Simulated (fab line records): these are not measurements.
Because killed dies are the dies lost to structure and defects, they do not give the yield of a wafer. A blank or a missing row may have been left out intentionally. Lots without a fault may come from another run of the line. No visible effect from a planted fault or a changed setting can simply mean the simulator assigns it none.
fab line records -- flow rit-cmos
record: lots: 5, wafers: 23
route steps=202 shown NSD@133 SILICIDE@162 CONTACT@175
start-h: start of the lot's first displayed wafer, in hours after the record's first day -- wait-h: hours from the lot's prior step to this one -- " repeats the value in the row above -- L1.1+2: several wafers, shown together as one row -- - value missing, or start not given -- * or withheld: withheld -- < > ~ a bound
route shown NAME@n: NAME is a module with steps in the file, n the number in the route of the first one -- usual: mean/standard deviation of fault-free wafers -- same: alike in all rows -- chamber/n: place in a boat -- sites: the reading at each site -- _std_site: the values' standard deviation -- _edge_site: mean of outer sites minus mean of inner sites -- radius-mm: how far each site lies from the wafer's centre -- mask NAME#n: copy n -- behind: the tool/chamber that last shaped the wafer -- hold: what put the lot on hold/how long, in hours/how the hold closed -- device: the transistor (n, p or np) that didn't switch -- end of line: the tests these same wafers got at the end of their route -- for a step that has no rows: nothing shown but its recipe -- killed: dies lost to structure and defects at the first sort, not the wafer's yield -- map: a wafer's dies, marking killed ones x, the rest . and places with no die _
set.NAME: the setting the step ran with; set.NAME@STEP: the setting that earlier step ran with -- model.NAME: the simulator's own value behind a step, which no gauge read
lots with deliberately changed settings; one table per step, one row per wafer
== steps ==
step: RIT_NSD_SOFTBAKE_02
recipe: resist: NOVOLAK, temp-c: 90, time-s: 60
lot.wafer,tool,chamber,start-h,wait-h,set.temp-c
L075.1+4+6,litho-track-02,0,55.55,0.1,90
L080.1+5,litho-track-03,0,77.38,0.1,90
L080.2+3+4,litho-track-03,0,77.38,0.1,93.5
L083.1+3+5,litho-track-03,0,90.71,0.1,86.48
L083.2+4,litho-track-03,0,90.71,0.1,90
L084.1+5,litho-track-02,0,95.63,0.1,90
L084.2+3+4,litho-track-02,0,95.63,0.1,89.05
L085.1+4+6,litho-track-03,0,102.06,0.1,87.06
L085.2+3,litho-track-03,0,102.06,0.1,90
step: RIT_NSD_EXPOSE_03
recipe: mask-id: M9, na: 0.57, target-cd-nm: 40700, dose-mj: 250
step: RIT_NSD_PEB_04
recipe: resist: NOVOLAK, temp-c: withheld, time-s: withheld
step: RIT_NSD_DEVELOP_05
recipe: resist: NOVOLAK, develop-time-s: 50, dev-temp-c: 23
lot.wafer,tool,chamber,start-h,wait-h,set.temp-c@NSD_SOFTBAKE_02,model.NOVOLAK_of_NSD_COAT_01.thk-nm
L075.1,litho-track-04,0,-,-,90,998.1
L075.4,litho-track-04,0,-,-,90,996.4
L075.6,litho-track-04,0,-,-,90,997
L080.1,litho-track-04,0,-,-,90,1005
L080.2,litho-track-04,0,-,-,93.5,993.9
L080.3,litho-track-04,0,-,-,93.5,992.9
L080.4,litho-track-04,0,-,-,93.5,991.7
L080.5,litho-track-04,0,-,-,90,1003
L083.1,litho-track-04,0,-,-,86.48,1012
L083.2+4,litho-track-04,0,-,-,90,1004
L083.3,litho-track-04,0,-,-,86.48,1015
L083.5,litho-track-04,0,-,-,86.48,1014
L084.1,litho-track-02,0,-,-,90,997.1
L084.2,litho-track-02,0,-,-,89.05,997.7
L084.3,litho-track-02,0,-,-,89.05,999.9
L084.4,litho-track-02,0,-,-,89.05,1002
L084.5,litho-track-02,0,-,-,90,998.1
L085.1,litho-track-03,0,-,-,87.06,1009
L085.2+3,litho-track-03,0,-,-,90,998.6
L085.4,litho-track-03,0,-,-,87.06,1006
L085.6,litho-track-03,0,-,-,87.06,1007
step: RIT_SILICIDE_SPUTTER_01
recipe: material: Ti, target-thk-nm: 30, power-w: 350, chamber-pressure-pa: 0.667, gas: Ar, time-s: 240, substrate-temp-c: 25
lot.wafer,tool,chamber,start-h,wait-h,set.power-w,model.Ti_of_SILICIDE_SPUTTER_01.thk-nm
L075.1,pvd-sputter-04,-,59.31,0.0,350,29.86
L075.4,pvd-sputter-04,-,59.31,0.0,350,30
L075.6,pvd-sputter-04,-,59.31,0.0,350,30.06
L080.1,pvd-sputter-03,-,81.19,0.0,378.6,32.41
L080.2,pvd-sputter-03,-,81.19,0.0,378.6,32.01
L080.3,pvd-sputter-03,-,81.19,0.0,350,28.96
L080.4,pvd-sputter-03,-,81.19,0.0,350,29.6
L080.5,pvd-sputter-03,-,81.19,0.0,350,29.77
L083.1,pvd-sputter-04,-,94.38,0.0,350,29.52
L083.2,pvd-sputter-04,-,94.38,0.0,331,28.43
L083.3,pvd-sputter-04,-,94.38,0.0,350,29.82
L083.4,pvd-sputter-04,-,94.38,0.0,350,29.74
L083.5,pvd-sputter-04,-,94.38,0.0,331,28.62
L084.1,pvd-sputter-03,-,99.39,0.0,365.2,31.28
L084.2,pvd-sputter-03,-,99.39,0.0,350,29.99
L084.3,pvd-sputter-03,-,99.39,0.0,365.2,31.32
L084.4,pvd-sputter-03,-,99.39,0.0,350,29.26
L084.5,pvd-sputter-03,-,99.39,0.0,350,29.47
L085.1,pvd-sputter-04,-,105.71,0.0,350,29.82
L085.2,pvd-sputter-04,-,105.71,0.0,350,29.15
L085.3,pvd-sputter-04,-,105.71,0.0,350,29.26
L085.4,pvd-sputter-04,-,105.71,0.0,350,29.21
L085.6,pvd-sputter-04,-,105.71,0.0,350,29.81
step: RIT_SILICIDE_RS_MEAS_02
recipe: thk-meas-gauge: four-point-probe, reads: Ti_of_SILICIDE_SPUTTER_01
usual: SILICIDE_TI_RS: 48.5/0.65
lot.wafer,tool,chamber,start-h,wait-h,set.power-w@SILICIDE_SPUTTER_01,SILICIDE_TI_RS[ohm/sq]
L075.1,film-metro-01,-,59.46,0.1,350,48.3
L075.4,film-metro-01,-,59.46,0.1,350,47.8
L075.6,film-metro-01,-,59.46,0.1,350,47.8
L080.1,film-metro-03,-,81.34,0.1,378.6,43.6
L080.2,film-metro-03,-,81.34,0.1,378.6,44.1
L080.3,film-metro-03,-,81.34,0.1,350,50.2
L080.4,film-metro-03,-,81.34,0.1,350,48.7
L080.5,film-metro-03,-,81.34,0.1,350,48.4
L083.1,film-metro-02,-,94.54,0.1,350,48.9
L083.2,film-metro-02,-,94.54,0.1,331,51.2
L083.3,film-metro-02,-,94.54,0.1,350,48.2
L083.4,film-metro-02,-,94.54,0.1,350,48.4
L083.5,film-metro-02,-,94.54,0.1,331,50.9
L084.1,film-metro-03,-,99.54,0.1,365.2,45.4
L084.2,film-metro-03,-,99.54,0.1,350,48.0
L084.3,film-metro-03,-,99.54,0.1,365.2,45.5
L084.4,film-metro-03,-,99.54,0.1,350,49.5
L084.5,film-metro-03,-,99.54,0.1,350,49.0
L085.1,film-metro-03,-,105.86,0.1,350,48.3
L085.2,film-metro-03,-,105.86,0.1,350,49.7
L085.3,film-metro-03,-,105.86,0.1,350,49.4
L085.4,film-metro-03,-,105.86,0.1,350,49.5
L085.6,film-metro-03,-,105.86,0.1,350,48.3
step: RIT_SILICIDE_THK_MEAS_03
recipe: thk-meas-gauge: xrf, reads: Ti_of_SILICIDE_SPUTTER_01
usual: SILICIDE_TI_THK: 29.6/0.32
lot.wafer,tool,chamber,start-h,wait-h,set.power-w@SILICIDE_SPUTTER_01,SILICIDE_TI_THK[nm]
L075.1,film-metro-01,-,59.58,0.1,350,29.9
L075.4,film-metro-01,-,59.58,0.1,350,29.9
L075.6,film-metro-01,-,59.58,0.1,350,30.0
L080.1,film-metro-03,-,81.46,0.1,378.6,32.1
L080.2,film-metro-03,-,81.46,0.1,378.6,31.9
L080.3,film-metro-03,-,81.46,0.1,350,28.9
L080.4,film-metro-03,-,81.46,0.1,350,29.3
L080.5,film-metro-03,-,81.46,0.1,350,29.6
L083.1,film-metro-02,-,94.66,0.1,350,29.6
L083.2,film-metro-02,-,94.66,0.1,331,28.4
L083.3,film-metro-02,-,94.66,0.1,350,29.8
L083.4,film-metro-02,-,94.66,0.1,350,29.7
L083.5,film-metro-02,-,94.66,0.1,331,28.6
L084.1,film-metro-03,-,99.66,0.1,365.2,31.2
L084.2,film-metro-03,-,99.66,0.1,350,29.8
L084.3,film-metro-03,-,99.66,0.1,365.2,31.3
L084.4,film-metro-03,-,99.66,0.1,350,29.3
L084.5,film-metro-03,-,99.66,0.1,350,29.3
L085.1,film-metro-03,-,105.98,0.1,350,29.7
L085.2,film-metro-03,-,105.98,0.1,350,29.0
L085.3,film-metro-03,-,105.98,0.1,350,29.1
L085.4,film-metro-03,-,105.98,0.1,350,29.2
L085.6,film-metro-03,-,105.98,0.1,350,29.7
step: RIT_CONTACT_DEVELOP_07
recipe: resist: NOVOLAK, develop-time-s: 120, dev-temp-c: 23
lot.wafer,tool,chamber,start-h,wait-h,set.develop-time-s
L075.1+4+6,litho-track-02,0,-,-,120
L080.1+2+3+4+5,litho-track-02,0,-,-,120
L083.1+4,litho-track-01,0,-,-,133.5
L083.2+3+5,litho-track-01,0,-,-,120
L084.1+3+4,litho-track-04,0,-,-,120
L084.2+5,litho-track-04,0,-,-,111.1
L085.1+2+3+4+6,litho-track-01,0,-,-,120
step: RIT_CONTACT_CD_MEAS_08
recipe: target-cd-nm: 1000
usual: cd-nm: 1000.9/2.3
lot.wafer,tool,chamber,start-h,wait-h,set.develop-time-s@CONTACT_DEVELOP_07,cd-nm
L075.1,cd-sem-01,-,61.09,-,120,1003.2
L075.4,cd-sem-01,-,61.09,-,120,1004.9
L075.6,cd-sem-01,-,61.09,-,120,1003.2
L080.1,cd-sem-02,-,82.78,-,120,1004.2
L080.2,cd-sem-02,-,82.78,-,120,999.7
L080.3,cd-sem-02,-,82.78,-,120,1003.2
L080.4,cd-sem-02,-,82.78,-,120,1003.0
L080.5,cd-sem-02,-,82.78,-,120,1002.8
L083.1,cd-sem-02,-,95.97,-,133.5,1010.1
L083.2,cd-sem-02,-,95.97,-,120,1002.6
L083.3,cd-sem-02,-,95.97,-,120,1000.5
L083.4,cd-sem-02,-,95.97,-,133.5,1010.6
L083.5,cd-sem-02,-,95.97,-,120,1001.6
L084.1,cd-sem-02,-,101.12,-,120,1003.4
L084.2,cd-sem-02,-,101.12,-,111.1,995.6
L084.3,cd-sem-02,-,101.12,-,120,1002.9
L084.4,cd-sem-02,-,101.12,-,120,1002.2
L084.5,cd-sem-02,-,101.12,-,111.1,997.2
L085.1,cd-sem-02,-,107.48,-,120,1001.7
L085.2,cd-sem-02,-,107.48,-,120,1003.5
L085.3,cd-sem-02,-,107.48,-,120,1001.5
L085.4,cd-sem-02,-,107.48,-,120,1004.2
L085.6,cd-sem-02,-,107.48,-,120,1002.3
step: RIT_CONTACT_ETCH_11
recipe: target-depth-a: 4800, over-etch-frac: 0.2, stop-on: TiSi2, chemistry: CHF3/CF4/Ar, target: SiO2, CHF3_flow_sccm: 50, cf4-flow-sccm: 10, Ar_flow_sccm: 100, O2_flow_sccm: 5, pressure-mtorr: 100, rf-w: 200, time-s: 320
lot.wafer,tool,chamber,start-h,wait-h,set.time-s,model.NOVOLAK_of_CONTACT_COAT_03.thk-nm
L075.1,rie-diel-04,1,61.42,0.1,320,766.2
L075.4,rie-diel-04,3,61.42,0.1,320,767
L075.6,rie-diel-04,1,61.42,0.1,320,766.1
L080.1,rie-diel-01,3,83.08,0.1,320,768.3
L080.2,rie-diel-01,0,83.08,0.1,347.5,763.9
L080.3,rie-diel-01,1,83.08,0.1,320,766.1
L080.4,rie-diel-01,2,83.08,0.1,320,771
L080.5,rie-diel-01,2,83.08,0.1,347.5,759.1
L083.1,rie-diel-01,0,96.28,0.1,289.8,777.6
L083.2,rie-diel-01,2,96.28,0.1,289.8,775
L083.3,rie-diel-01,1,96.28,0.1,320,766.4
L083.4,rie-diel-01,3,96.28,0.1,289.8,773.7
L083.5,rie-diel-01,1,96.28,0.1,320,763.1
L084.1,rie-diel-03,2,101.43,0.1,356.8,748.4
L084.2,rie-diel-03,1,101.43,0.1,320,768.5
L084.3,rie-diel-03,3,101.43,0.1,320,766.4
L084.4,rie-diel-03,0,101.43,0.1,320,765.4
L084.5,rie-diel-03,3,101.43,0.1,356.8,757.2
L085.1,rie-diel-01,0,107.79,0.1,346.8,754.5
L085.2,rie-diel-01,2,107.79,0.1,346.8,752.4
L085.3,rie-diel-01,1,107.79,0.1,346.8,752.2
L085.4,rie-diel-01,3,107.79,0.1,320,761.5
L085.6,rie-diel-01,1,107.79,0.1,320,763.8
step: RIT_CONTACT_STRIP_12
recipe: chemistry: O2, time-s: 180, resist: NOVOLAK, platen-temp-c: withheld, power-w: 500, pressure-mtorr: 4000, o2-flow-sccm: 4000
step: RIT_CONTACT_CD_MEAS_90
recipe: target-cd-nm: 1000
usual: cd-nm: 1000.9/2.3
lot.wafer,tool,chamber,start-h,wait-h,set.develop-time-s@CONTACT_DEVELOP_07,cd-nm
L075.1,cd-sem-02,-,61.79,0.1,120,1002.6
L075.4,cd-sem-02,-,61.79,0.1,120,1004.5
L075.6,cd-sem-02,-,61.79,0.1,120,1003.5
L080.1,cd-sem-01,-,83.45,0.1,120,1004.2
L080.2,cd-sem-01,-,83.45,0.1,120,999.7
L080.3,cd-sem-01,-,83.45,0.1,120,1002.7
L080.4,cd-sem-01,-,83.45,0.1,120,1003.1
L080.5,cd-sem-01,-,83.45,0.1,120,1003.1
L083.1,cd-sem-01,-,96.65,0.1,133.5,1009.3
L083.2,cd-sem-01,-,96.65,0.1,120,1002.3
L083.3,cd-sem-01,-,96.65,0.1,120,1000.4
L083.4,cd-sem-01,-,96.65,0.1,133.5,1010.1
L083.5,cd-sem-01,-,96.65,0.1,120,1002.0
L084.1,cd-sem-01,-,101.80,0.1,120,1003.9
L084.2,cd-sem-01,-,101.80,0.1,111.1,995.4
L084.3,cd-sem-01,-,101.80,0.1,120,1003.1
L084.4,cd-sem-01,-,101.80,0.1,120,1003.1
L084.5,cd-sem-01,-,101.80,0.1,111.1,997.6
L085.1,cd-sem-02,-,108.16,0.1,120,1001.8
L085.2,cd-sem-02,-,108.16,0.1,120,1003.9
L085.3,cd-sem-02,-,108.16,0.1,120,1002.0
L085.4,cd-sem-02,-,108.16,0.1,120,1005.0
L085.6,cd-sem-02,-,108.16,0.1,120,1002.3
== key ==
split: step: RIT_NSD_SOFTBAKE_02, setting: temp-c, stated: 90, by: wafer
response: step: RIT_NSD_DEVELOP_05, reading: model.NOVOLAK_of_NSD_COAT_01.thk-nm, change: -2.69, per: 1%, r: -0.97
split: step: RIT_SILICIDE_SPUTTER_01, setting: power-w, stated: 350, by: wafer
response: step: RIT_SILICIDE_SPUTTER_01, reading: model.Ti_of_SILICIDE_SPUTTER_01.thk-nm, change: +0.317, per: 1%, r: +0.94
response: step: RIT_SILICIDE_RS_MEAS_02, reading: SILICIDE_TI_RS, change: -0.618, per: 1%, r: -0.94
response: step: RIT_SILICIDE_THK_MEAS_03, reading: SILICIDE_TI_THK, change: +0.317, per: 1%, r: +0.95
split: step: RIT_CONTACT_DEVELOP_07, setting: develop-time-s, stated: 120, by: wafer
response: step: RIT_CONTACT_CD_MEAS_08, reading: cd-nm, change: +0.804, per: 1%, r: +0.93
response: step: RIT_CONTACT_CD_MEAS_90, reading: cd-nm, change: +0.787, per: 1%, r: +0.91
split: step: RIT_CONTACT_ETCH_11, setting: time-s, stated: 320, by: wafer
response: step: RIT_CONTACT_ETCH_11, reading: model.NOVOLAK_of_CONTACT_COAT_03.thk-nm, change: -1.1, per: 1%, r: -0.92
